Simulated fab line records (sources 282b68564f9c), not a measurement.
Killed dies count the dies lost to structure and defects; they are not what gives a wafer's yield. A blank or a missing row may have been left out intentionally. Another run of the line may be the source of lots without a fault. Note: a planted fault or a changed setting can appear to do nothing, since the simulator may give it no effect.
fab line records -- flow ritCmos
record: lots: 7, wafers: 21, lastDay: 7
route steps=202 shown NSD@135 PSD@142
lots untouched by any fault: they come from a run of this same line in which no faults occurred
startH: the number of hours between the record's first day and the start of the first shown wafer of the lot -- waitH: time in hours since the lot's previous step -- " as in the row above -- L1.1+2: a row that stands for several wafers -- - either no value or no given start -- * or withheld: withheld -- < > ~ a bound
route shown NAME@n: names a module that has steps shown in the file, with the first one's number in the route -- usual: mean/standard deviation of fault-free wafers -- same: alike in all rows -- chamber/n: place in a boat -- sites: readings site by site -- _std_site: the standard deviation of these -- _edge_site: mean of outer sites minus mean of inner sites -- radiusMm: for every site, how far away it sits from the centre of the wafer -- mask NAME#n: copy n -- behind: the tool/chamber that last shaped the wafer -- hold: why the lot went on hold/how many hours it stayed there/how the hold came to an end -- device: which transistor (n, p or np) failed to switch -- end of line: the same wafers' tests at the end of the route -- a step given without rows: its recipe and nothing more -- killed: the dies lost at the first sort to structure and to defects; this is not the yield of the wafer -- map: shows each die of a wafer: x if killed, . if not, _ if none is there
set.NAME: setting as actually run; set.NAME@STEP: the setting as run at that earlier step -- model.NAME: the simulator's own value behind a step, which no gauge read
certain route steps with their lots: each step a table, each wafer a row
services: a tool's chamber out of use, with start hour (startH, from the record's first day; less than 0 if before it), hours out, and reason
== steps ==
step: RIT_NSD_PEB_04
recipe: resist: NOVOLAK, tempC: withheld, timeS: withheld
step: RIT_NSD_DEVELOP_05
recipe: resist: NOVOLAK, developTimeS: 50, devTempC: 23
step: RIT_NSD_OVL_MEAS_06
usual: NSD_OVL: -0.6/1.6
lot.wafer,tool,chamber,startH,waitH,NSD_OVL[nm]
L158.2,overlay-01,-,67.27,-,-3.4
L158.3,overlay-01,-,67.27,-,-2.5
L158.5,overlay-01,-,67.27,-,-2.6
L162.2,overlay-02,-,89.41,-,-3.1
L162.3,overlay-02,-,89.41,-,-1.9
L162.5,overlay-02,-,89.41,-,-2.6
L163.1,overlay-01,-,93.57,-,-2.3
L163.4,overlay-01,-,93.57,-,-2.4
L163.5,overlay-01,-,93.57,-,-3.5
L164.2,overlay-02,-,97.15,-,0.5
L164.3,overlay-02,-,97.15,-,1.5
L164.6,overlay-02,-,97.15,-,2.3
L168.1,overlay-02,-,117.82,-,1.1
L168.4,overlay-02,-,117.82,-,0.7
L168.6,overlay-02,-,117.82,-,1.7
L169.1,overlay-01,-,125.33,-,0.2
L169.5,overlay-01,-,125.33,-,1.0
L169.6,overlay-01,-,125.33,-,-1.1
L175.2,overlay-01,-,152.58,-,0.7
L175.4,overlay-01,-,152.58,-,1.1
L175.6,overlay-01,-,152.58,-,1.3
step: RIT_NSD_HARDBAKE_07
recipe: resist: NOVOLAK, tempC: 140, timeS: 60
step: RIT_NSD_IMPLANT_08
recipe: species: P, energyKev: 25, doseCm2: 1e+15, tiltDeg: 7
step: RIT_NSD_STRIP_09
recipe: chemistry: O2, timeS: 180, resist: NOVOLAK, platenTempC: withheld, powerW: 500, pressureMtorr: 4000, o2FlowSccm: 4000
usual: drypumpMotorCurrentA: 5.6/0.44
same: timeS: 180
lot.wafer,tool,chamber,startH,waitH,drypumpMotorCurrentA,rfHoursCounterH
L158.2,plasmaAsher-04,1,67.60,0.1,5.9,41
L158.3,plasmaAsher-04,1,67.60,0.1,5.9,-
L158.5,plasmaAsher-04,1,67.60,0.1,5.9,-
L162.2,plasmaAsher-01,0,89.74,0.1,4.9,46
L162.3,plasmaAsher-01,1,89.74,0.1,5.0,-
L162.5,plasmaAsher-01,0,89.74,0.1,4.9,-
L163.1,plasmaAsher-04,0,93.90,0.1,5.4,43
L163.4,plasmaAsher-04,0,93.90,0.1,5.4,-
L163.5,plasmaAsher-04,1,93.90,0.1,5.9,-
L164.2,plasmaAsher-04,1,97.48,0.1,5.9,44
L164.3,plasmaAsher-04,1,97.48,0.1,5.9,-
L164.6,plasmaAsher-04,1,97.48,0.1,5.9,-
L168.1,plasmaAsher-01,1,118.16,0.1,5.0,0
L168.4,plasmaAsher-01,0,118.16,0.1,4.9,-
L168.6,plasmaAsher-01,1,118.16,0.1,5.0,-
L169.1,plasmaAsher-02,0,125.67,0.1,6.3,50
L169.5,plasmaAsher-02,0,125.67,0.1,6.2,-
L169.6,plasmaAsher-02,1,125.67,0.1,5.5,-
L175.2,plasmaAsher-02,0,152.91,0.1,6.2,53
L175.4,plasmaAsher-02,1,152.91,0.1,5.5,-
L175.6,plasmaAsher-02,1,152.91,0.1,5.5,-
step: RIT_NSD_TW_MEAS_10
usual: NSD_TW: 3124/15
lot.wafer,tool,chamber,startH,waitH,NSD_TW
L158.2,filmMetro-01,-,67.78,0.1,3126
L158.3,filmMetro-01,-,67.78,0.1,3121
L158.5,filmMetro-01,-,67.78,0.1,3129
L162.2,filmMetro-02,-,89.93,0.1,3128
L162.3,filmMetro-02,-,89.93,0.1,3151
L162.5,filmMetro-02,-,89.93,0.1,3134
L163.1,filmMetro-02,-,94.08,0.1,3174
L163.4,filmMetro-02,-,94.08,0.1,3149
L163.5,filmMetro-02,-,94.08,0.1,3120
L164.2,filmMetro-01,-,97.66,0.1,3128
L164.3,filmMetro-01,-,97.66,0.1,3105
L164.6,filmMetro-01,-,97.66,0.1,3116
L168.1,filmMetro-01,-,118.33,0.1,3121
L168.4,filmMetro-01,-,118.33,0.1,3107
L168.6,filmMetro-01,-,118.33,0.1,3095
L169.1,filmMetro-03,-,125.84,0.1,3136
L169.5,filmMetro-03,-,125.84,0.1,3154
L169.6,filmMetro-03,-,125.84,0.1,3150
L175.2,filmMetro-03,-,153.10,0.1,3121
L175.4,filmMetro-03,-,153.10,0.1,3101
L175.6,filmMetro-03,-,153.10,0.1,3105
step: RIT_PSD_HMDS_00
recipe: primeTimeS: 60, primeTempC: 140
step: RIT_PSD_COAT_01
recipe: resist: NOVOLAK, spinRpm: 3250, resistThkNm: 1000
step: RIT_PSD_SOFTBAKE_02
recipe: resist: NOVOLAK, tempC: 90, timeS: 60
step: RIT_PSD_EXPOSE_03
recipe: maskId: M10, na: 0.57, targetCdNm: 40900, doseMj: 250
step: RIT_PSD_PEB_04
recipe: resist: NOVOLAK, tempC: withheld, timeS: withheld
step: RIT_PSD_DEVELOP_05
recipe: resist: NOVOLAK, developTimeS: 51.76, devTempC: 23
usual: chillPlateTempC: 23.02/0.11, developTimeS: 51.76/0
lot.wafer,tool,chamber,startH,waitH,chillPlateTempC,developTimeS
L158.2,lithoTrack-02,0,68,-,22.94,51.76
L158.3,lithoTrack-02,0,68,-,23.12,51.76
L158.5,lithoTrack-02,0,68,-,22.97,51.76
L162.2,lithoTrack-01,-,90,-,-,-
L162.3,lithoTrack-01,-,90,-,-,-
L162.5,lithoTrack-01,-,90,-,-,-
L163.1,lithoTrack-01,-,94,-,-,-
L163.4,lithoTrack-01,-,95,-,-,-
L163.5,lithoTrack-01,-,95,-,-,-
L164.2,lithoTrack-02,-,98,-,-,-
L164.3,lithoTrack-02,-,98,-,-,-
L164.6,lithoTrack-02,-,98,-,-,-
L168.1,lithoTrack-01,0,119,-,23.07,51.76
L168.4,lithoTrack-01,0,119,-,23.02,51.76
L168.6,lithoTrack-01,0,119,-,23.18,51.76
L169.1,lithoTrack-02,0,126,-,23.17,51.76
L169.5,lithoTrack-02,0,126,-,23.15,51.76
L169.6,lithoTrack-02,0,126,-,23.08,51.76
L175.2,lithoTrack-02,0,154,-,23.04,51.76
L175.4,lithoTrack-02,0,154,-,22.95,51.76
L175.6,lithoTrack-02,0,154,-,23.06,51.76
step: RIT_PSD_OVL_MEAS_06
usual: PSD_OVL: -0.2/1.1
lot.wafer,tool,chamber,startH,waitH,PSD_OVL[nm]
L158.2,overlay-01,-,68.86,-,-0.5
L158.3,overlay-01,-,68.86,-,-0.2
L158.5,overlay-01,-,68.86,-,-0.4
L162.2,overlay-02,-,90.93,-,-
L162.3,overlay-02,-,90.93,-,-
L162.5,overlay-02,-,90.93,-,-
L163.1,overlay-01,-,95.11,-,-
L163.4,overlay-01,-,95.11,-,-
L163.5,overlay-01,-,95.11,-,-
L164.2,overlay-01,-,98.57,-,-
L164.3,overlay-01,-,98.57,-,-
L164.6,overlay-01,-,98.57,-,-
L168.1,overlay-02,-,119.37,-,1.1
L168.4,overlay-02,-,119.37,-,1.2
L168.6,overlay-02,-,119.37,-,0.0
L169.1,overlay-01,-,126.75,-,-1.3
L169.5,overlay-01,-,126.75,-,-0.8
L169.6,overlay-01,-,126.75,-,-0.7
L175.2,overlay-02,-,154.13,-,0.6
L175.4,overlay-02,-,154.13,-,1.7
L175.6,overlay-02,-,154.13,-,0.4
== services ==
tool,chamber,startH,hours,kind
plasmaAsher-04,-,46.52,3.4,repair
plasmaAsher-02,-,52.80,3.8,repair
plasmaAsher-04,-,59.29,5.9,repair
plasmaAsher-04,-,68.83,0.6,repair
plasmaAsher-01,-,108.75,9.0,pm
plasmaAsher-01,0,108.75,9.0,ventCycle
plasmaAsher-01,1,108.75,9.0,ventCycle
plasmaAsher-01,0,117.75,-,clean
plasmaAsher-01,1,117.75,-,clean
== key ==
firstSign: step: RIT_PSD_DEVELOP_05, reading: toolRecord, direction: missing
effect none on later readings
metAt RIT_PSD_DEVELOP_05
struckWafers L162.2,L162.3,L162.5,L163.1,L163.4,L163.5,L164.2,L164.3,L164.6
sortLeftOut L162.2,L162.3,L162.5,L163.1,L163.4,L163.5,L164.2,L164.3,L164.6
testerLeftOut L162,L163,L164
onsetBetween 68 90
fault: kind: skippedStepWhole, tool: lithoTrack-01,lithoTrack-02, chamber: -, onsetH: 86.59, steps: RIT_PSD_DEVELOP_05, scope: struckLotsOnly
testerLeftOut: of these lots the tester's yield and bins aren't shown, on N5 and GAA mostly nor the transistor test; their killed dies are dies lost to structure and defects alone, not to doping, threshold or leakage, so they don't give the yield
sortLeftOut: the simulated sort isn't trusted on such a fault, so these wafers' sort isn't shown, and their yield isn't known
